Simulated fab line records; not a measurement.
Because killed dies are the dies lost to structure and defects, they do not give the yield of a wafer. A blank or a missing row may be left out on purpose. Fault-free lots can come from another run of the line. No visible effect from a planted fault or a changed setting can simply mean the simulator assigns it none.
2 desks, one fault + flow rit_cmos + only its own numbers are on each desk; what lay behind them is given at the end

FROM THE METROLOGY DESK
Lot by lot, what the gauges showed, no matter which tool ran the lot: averages of those sampled wafers that carry a number. A lot is out of limits, marked OUT, if its mean lies more than 4 standard deviations from the usual mean; the brackets give that distance.
Columns: A = cd_nm at RIT_M1_CD_MEAS_90, usual 2601 nm
| lot  | first seen here | A    |
|------|-----------------|------|
| L394 | day 3 08:44     | 2604 |
| L395 | day 3 13:34     | 2602 |
| L396 | day 3 20:16     | 2600 |
| L397 | day 4 00:26     | 2604 |
| L398 | day 4 05:13     | 2602 |
| L399 | day 4 09:04     | 2600 |
| L401 | day 4 19:19     | 2602 |
| L402 | day 4 23:57     | 2595 |
| L405 | day 5 15:11     | 2592 |
| L407 | day 6 00:47     | 2605 |
| L409 | day 6 09:44     | 2601 |
| L411 | day 6 20:34     | 2605 |
| L416 | day 7 20:47     | 2604 |
| L417 | day 8 04:36     | 2597 |
Finding of this desk: none of the 14 lots has anything out of limits.

FOR THE TOOL OWNER'S DESK: rie_metal-03
The tool's own readings at RIT_M1_METAL_ETCH_12 (etches Al in Cl2/BCl3, stops on SiO2, time 165 s, target depth 600 nm): means of the sampled wafers that have a number, for each lot that ran on this tool. A lot is out of limits, marked OUT, if its mean lies more than 4 standard deviations from the usual mean; the brackets give that distance.
Columns: A = chamber_pressure_mTorr at RIT_M1_METAL_ETCH_12, usual 100.00 mTorr; B = drypump_motor_current_A at RIT_M1_METAL_ETCH_12, usual 5.5 A; C = oes_product_au at RIT_M1_METAL_ETCH_12, usual 0.781 a.u.; D = rf_fwd_power_W at RIT_M1_METAL_ETCH_12, usual 248.8 W; E = throttle_valve_pct at RIT_M1_METAL_ETCH_12, usual 8.25 %
| lot  | first seen here | A      | B   | C     | D               | E    |
|------|-----------------|--------|-----|-------|-----------------|------|
| L396 | day 3 19:44     | 100.05 | 5.4 | 0.783 | 248.1           | 8.27 |
| L399 | day 4 08:34     | 100.00 | 5.0 | 0.784 | 249.0           | 8.25 |
| L402 | day 4 23:25     | 100.00 | 5.0 | 0.771 | 281.8 (+44) OUT | 8.25 |
| L405 | day 5 14:40     | 99.95  | 5.0 | 0.766 | 282.2 (+44) OUT | 8.26 |
| L417 | day 8 04:04     | 100.03 | 5.4 | 0.782 | 248.5           | 8.27 |
This desk finds L402, L405 out of limits, L402 being first, at day 4 23:25 (rf_fwd_power_W at RIT_M1_METAL_ETCH_12). L396, L399, L417 stayed within limits.

ALL TOGETHER
On L402, L405, at day 4 23:25, an alarm was possible from the tool owner's desk.
Metrology desk: nothing out of limits seen.
The metrology desk has L402, L405 on record, within its limits.
RIT_M1_METAL_ETCH_12 was run on rie_metal-03 by each of the lots named.

WHAT WAS PUT IN BY THE SIMULATOR
rie_metal-03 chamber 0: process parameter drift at RIT_M1_METAL_ETCH_12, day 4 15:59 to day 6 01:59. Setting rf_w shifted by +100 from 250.
Shown lots that were struck: L402, L405.
Delay in hours, fault start to first out-of-limits reading, by desk: the tool owner's desk at 7.
